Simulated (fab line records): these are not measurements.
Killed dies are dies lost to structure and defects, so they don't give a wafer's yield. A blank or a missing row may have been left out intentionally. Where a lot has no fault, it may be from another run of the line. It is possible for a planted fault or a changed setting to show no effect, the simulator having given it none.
Problem report in the 8D (eight disciplines) form, filled by code    flow berkeley cmos170    the parts of the form that need people (team, actions taken, sign-off) are left out

## 1. WHAT IS WRONG
At UCB170_PSD_CD_MEAS_06, cd nm averages 1255.8 nm over 9 wafers from 3 lots, while fault-free wafers read 1200.4 nm, standard deviation 1.4. That puts it +40 standard deviations away from the usual mean.
The step: target cd 1200 nm.
Seen first at day 10 16:29 on cd sem-01, wafer L496.3. The record has a number at this step for 45 wafers belonging to 15 lots. By rule, "out" or "out of limits" means more than 4 standard deviations away from the usual mean. All remaining wafers that have a number are taken as sound.

## 2. WHAT IT IS; WHAT IT IS NOT
question                     is                      is not
which readings at this step  cd nm                   -
which lots                   L496, L498, L500        L484, L485, L486, L487, L489, L490, L491, L492, L493, L499, L506, L507
which wafers of those lots   all that have a number  -
read on which gauges         cd sem-01, cd sem-02    -
when                         from day 10 16:29       up to then (30 sound wafers); but 6 sound wafers of L506, L507 came after

## 3. THE SUSPECTS, EACH WITH WHAT RULES IT OUT
Counting: a tool stays on the suspect list if, at a process step up to the reading, it processed all lots that are out and no sound lot following the first of them.
- ruled out: the gauge at UCB170_PSD_CD_MEAS_06. 2 gauges (cd sem-01, cd sem-02) read the wafers that are out.
- litho track-04 at UCB170_PSD_PEB_04: kept. Every lot that is out went through it, starting with L496 (day 10 16:13), and after that it ran no sound lot; the last sound lot it ran before then is L493 (day 9 14:40). Its own heater power total W, plate temp C readings are out on those wafers.
Left after counting: litho track-04 at UCB170_PSD_PEB_04.

## 4. THE CAUSE (what the simulator had put in)
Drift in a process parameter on litho track-04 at UCB170_PSD_PEB_04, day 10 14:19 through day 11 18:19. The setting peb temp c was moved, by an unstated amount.
After counting, this tool was the only one left.

## 5. THE CHAIN OF EFFECTS, in route order
Rows list readings where the struck wafers' mean (over those with a number) sits beyond 3 standard deviations from the usual. Readings are gone through only where the record gives a usual standard deviation; hours: the median, over the lots, of the time from a lot's start at the first step in this table giving one to that lot's start at this step; sigmas: the change measured in usual standard deviations.
hours  step                   reading               usual      on struck wafers  change  sigmas
0      UCB170_PSD_PEB_04      heater power total W  56.81 W    67.80             +10.99  +99 or more
0      UCB170_PSD_PEB_04      plate temp C          130.00 C   148.99            +18.99  +99 or more
0      UCB170_PSD_CD_MEAS_06  cd nm                 1200.4 nm  1255.8            +55.4   +40
The process steps in it:
- UCB170_PSD_PEB_04
At these later measuring or inspecting steps, every struck wafer for which the step has a row has a number for every such reading, and none has moved that far: UCB170_M1_OVL_MEAS_10.

## 6. HOW IT WOULD HAVE BEEN CAUGHT EARLIER
In this record the first reading out of limits at a measuring or inspecting step was taken at day 10 16:29, 2 hours after the fault began at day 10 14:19.
At UCB170_PSD_PEB_04, the tool's own readings (heater power total W, plate temp C) were out on each struck wafer the step has a row for, so an alarm limit on them would have fired on the first such wafer.
Lots out: 3; of these, L498, L500 started UCB170_PSD_PEB_04 on litho track-04 after day 10 16:29. A hold on the tool at that time would have spared those 2.
